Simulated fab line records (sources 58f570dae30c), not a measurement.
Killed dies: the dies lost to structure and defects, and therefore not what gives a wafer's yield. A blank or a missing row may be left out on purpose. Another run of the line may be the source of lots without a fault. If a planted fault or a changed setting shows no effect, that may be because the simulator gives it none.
What tool caused it?    flow berkeley-cmos170    Sampling: 14 lots, 42 wafers, 5 of 331 route steps

== WHAT THE GAUGES READ, wafer by wafer ==
UCB170_PWELL_THK_MEAS_06. Usual: PWELL_NITRIDE_THK gives 220.3 nm (standard deviation 1.7).
lot   measured     on             PWELL_NITRIDE_THK (nm)  flag
L711  day 2 23:35  film-metro-03  218.8 221.5 219.3       
L712  day 3 07:39  film-metro-03  222.0 221.8 220.2       
L713  day 3 16:21  film-metro-03  219.9 220.7 220.3       
L714  day 3 16:21  film-metro-01  215.4 216.9 217.3       
L715  day 3 23:10  film-metro-01  217.0 219.3 219.0       
L716  day 4 04:57  film-metro-01  221.1 222.7 221.5       
L717  day 4 04:58  film-metro-04  223.1 221.2 222.4       
L718  day 4 11:40  film-metro-04  189.5 187.2 188.2       OFF
L720  day 4 20:32  film-metro-04  185.1 186.1 185.6       OFF
L728  day 6 19:29  film-metro-01  217.6 219.8 223.0       
L731  day 7 10:28  film-metro-01  222.1 222.1 219.6       
L732  day 7 10:29  film-metro-04  219.9 219.6 218.9       
L733  day 7 10:27  film-metro-03  220.4 221.2 219.3       
L734  day 7 22:56  film-metro-03  218.4 219.1 220.4       

UCB170_SPACER_THK_MEAS_01. Usual: SPACER_TEOS_THK gives 375 nm (standard deviation 5.9).
lot   measured      on             SPACER_TEOS_THK (nm)  flag
L711  day 6 04:08   film-metro-01  372 382 379           
L712  day 6 21:07   film-metro-01  369 368 375           
L713  day 7 06:59   film-metro-01  379 371 379           
L714  day 7 07:46   film-metro-01  373 382 378           
L715  day 7 07:13   film-metro-03  368 356 375           
L716  day 8 05:58   film-metro-02  369 377 376           
L717  day 8 05:16   film-metro-01  373 368 385           
L718  day 8 11:10   film-metro-01  372 384 385           
L720  day 8 11:33   film-metro-01  381 381 387           
L728  day 10 07:17  film-metro-03  382 385 388           
L731  day 10 20:49  film-metro-02  370 374 383           
L732  day 10 21:01  film-metro-01  377 371 376           
L733  day 10 20:50  film-metro-03  364 381 371           
L734  day 11 05:43  film-metro-02  374 385 379           

UCB170_PSD_TW_MEAS_10. Usual: PSD_TW gives 2299 (standard deviation 15).
lot   measured      on             PSD_TW          flag
L711  day 6 09:25   film-metro-02  2317 2318 2322  
L712  day 7 02:56   film-metro-04  2277 2295 2281  
L713  day 7 13:13   film-metro-04  2277 2287 2291  
L714  day 7 13:07   film-metro-02  2323 2317 2308  
L715  day 7 12:50   film-metro-02  2317 2323 2330  
L716  day 8 10:30   film-metro-03  2319 2317 2303  
L717  day 8 10:01   film-metro-02  2314 2312 2326  
L718  day 8 17:23   film-metro-03  2305 2311 2314  
L720  day 8 17:39   film-metro-03  2307 2316 2324  
L728  day 10 12:32  film-metro-02  2301 2305 2303  
L731  day 11 04:03  film-metro-02  2292 2297 2301  
L732  day 11 04:11  film-metro-04  2292 2289 2300  
L733  day 11 03:47  film-metro-03  2273 2286 2290  
L734  day 11 10:19  film-metro-04  2280 2286 2284  

== EACH LOT AND THE TOOL THAT RAN IT (in order: tool; ch and the chambers of the sampled wafers; start) ==
lot   UCB170_PWELL_CVD_05         UCB170_PWELL_ETCH_14
L711  lpcvd-02 ch 0, day 2 21:40  rie-diel-01 ch 0,1,3, day 3 00:57
L712  lpcvd-01 ch 1, day 3 05:44  rie-diel-02 ch 0,1,2, day 3 08:44
L713  lpcvd-02 ch 0, day 3 14:26  rie-diel-02 ch 0,1, day 3 17:41
L714  lpcvd-02 ch 1, day 3 14:26  rie-diel-04 ch 2,3, day 3 17:55
L715  lpcvd-01 ch 0, day 3 21:15  rie-diel-04 ch 2,3, day 4 00:14
L716  lpcvd-01 ch 0, day 4 03:02  rie-diel-02 ch 0,1,3, day 4 06:01
L717  lpcvd-01 ch 0, day 4 03:02  rie-diel-01 ch 2,3, day 4 06:16
L718  lpcvd-01 ch 0, day 4 09:44  rie-diel-02 ch 0,3, day 4 12:42
L720  lpcvd-01 ch 0, day 4 18:35  rie-diel-02 ch 0,1,2, day 4 21:50
L728  lpcvd-02 ch 0, day 6 17:34  rie-diel-01 ch 0,1, day 6 20:25
L731  lpcvd-01 ch 0, day 7 08:31  rie-diel-04 ch 0,1,3, day 7 12:11
L732  lpcvd-01 ch 1, day 7 08:31  rie-diel-02 ch 0,1,3, day 7 12:17
L733  lpcvd-01 ch 0, day 7 08:31  rie-diel-04 ch 0,1, day 7 11:28
L734  lpcvd-02 ch 1, day 7 21:01  rie-diel-04 ch 0,1,3, day 8 00:00
- UCB170_PWELL_CVD_05: deposits Si3N4 from SiH2Cl2/NH3, target thk 220 nm, time 3300 s.
- UCB170_PWELL_ETCH_14: etches Si3N4 in CH3F/Ar/O2, stops on SiO2, target depth 242 nm, time 151 s.

== AS READ BY THE TOOLS THEMSELVES (means over the sampled wafers that have a number; for cases with no such wafer, the mark the record gives instead) ==
UCB170_PWELL_CVD_05. Usual: nh3-flow-sccm 74.97 sccm, standard deviation 0.24; spike-tc-source-C 822.9 C, standard deviation 1.8.
lot   tool      nh3-flow-sccm (sccm)  spike-tc-source-C (C)  flag
L711  lpcvd-02  75.04                 820.2                  
L712  lpcvd-01  75.27                 822.4                  
L713  lpcvd-02  75.03                 819.8                  
L714  lpcvd-02  74.89                 821.0                  
L715  lpcvd-01  74.95                 823.3                  
L716  lpcvd-01  74.54                 824.0                  
L717  lpcvd-01  75.05                 824.9                  
L718  lpcvd-01  59.95                 823.9                  OFF
L720  lpcvd-01  59.94                 824.5                  OFF
L728  lpcvd-02  75.13                 819.8                  
L731  lpcvd-01  74.97                 824.5                  
L732  lpcvd-01  75.37                 822.4                  
L733  lpcvd-01  74.54                 824.0                  
L734  lpcvd-02  74.98                 822.9                  

UCB170_PWELL_ETCH_14. Usual: O2_flow_sccm 7.000 sccm, standard deviation 0.022; drypump-motor-current-A 5.5 A, standard deviation 0.47; mfc-ar-sccm 50.00 sccm, standard deviation 0.17; oes-product-au 0.945 a.u., standard deviation 0.017; throttle-valve-pct 8.04 %, standard deviation 0.087.
lot   tool         O2_flow_sccm (sccm)  drypump-motor-current-A (A)  mfc-ar-sccm (sccm)  oes-product-au (a.u.)  throttle-valve-pct (%)  flag
L711  rie-diel-01  7.002                5.8                          50.06               0.947                  8.13                    
L712  rie-diel-02  6.997                5.0                          49.96               0.944                  8.05                    
L713  rie-diel-02  6.988                5.1                          49.94               0.950                  8.08                    
L714  rie-diel-04  6.993                5.6                          49.87               0.942                  7.93                    
L715  rie-diel-04  7.000                5.8                          50.15               0.933                  7.96                    
L716  rie-diel-02  6.993                5.3                          50.06               0.953                  8.05                    
L717  rie-diel-01  6.995                6.1                          49.91               0.960                  8.12                    
L718  rie-diel-02  6.995                5.4                          49.98               0.855                  8.00                    OFF
L720  rie-diel-02  7.011                5.0                          49.95               0.854                  8.04                    OFF
L728  rie-diel-01  6.989                5.7                          49.95               0.943                  8.17                    
L731  rie-diel-04  6.993                5.5                          50.07               0.941                  8.01                    
L732  rie-diel-02  6.986                5.3                          50.11               0.945                  8.04                    
L733  rie-diel-04  7.003                5.5                          50.02               0.953                  8.07                    
L734  rie-diel-04  7.005                5.5                          49.92               0.939                  8.01                    

== THE ANSWER, worked out from the rows above alone ==
Rule: lot off if the mean of its wafers having a number is beyond 3 standard deviations from the usual mean. Also off: a lot with no number at a reading for which 4 or more lots have one. The other lots that the step has rows for count as sound. Order of review: gauges by route order, followed by the tools' own readings, for which a lot's mean as printed above is used. At the first step where some lot is off, the reading lying furthest off is the one used; lots without a number count as furthest.
Off: at UCB170_PWELL_THK_MEAS_06 (PWELL_NITRIDE_THK), L718, L720.
A tool fits if, at a process step before that reading, it ran every lot that is off, and no sound lot after the first of them. The gauges at UCB170_PWELL_THK_MEAS_06 aren't tried: what is off there is off at UCB170_PWELL_CVD_05 too, on other tools, and a gauge's error can't cause that. Of those tried, none fits.

== WHAT THE SIMULATOR HAD PUT IN ==
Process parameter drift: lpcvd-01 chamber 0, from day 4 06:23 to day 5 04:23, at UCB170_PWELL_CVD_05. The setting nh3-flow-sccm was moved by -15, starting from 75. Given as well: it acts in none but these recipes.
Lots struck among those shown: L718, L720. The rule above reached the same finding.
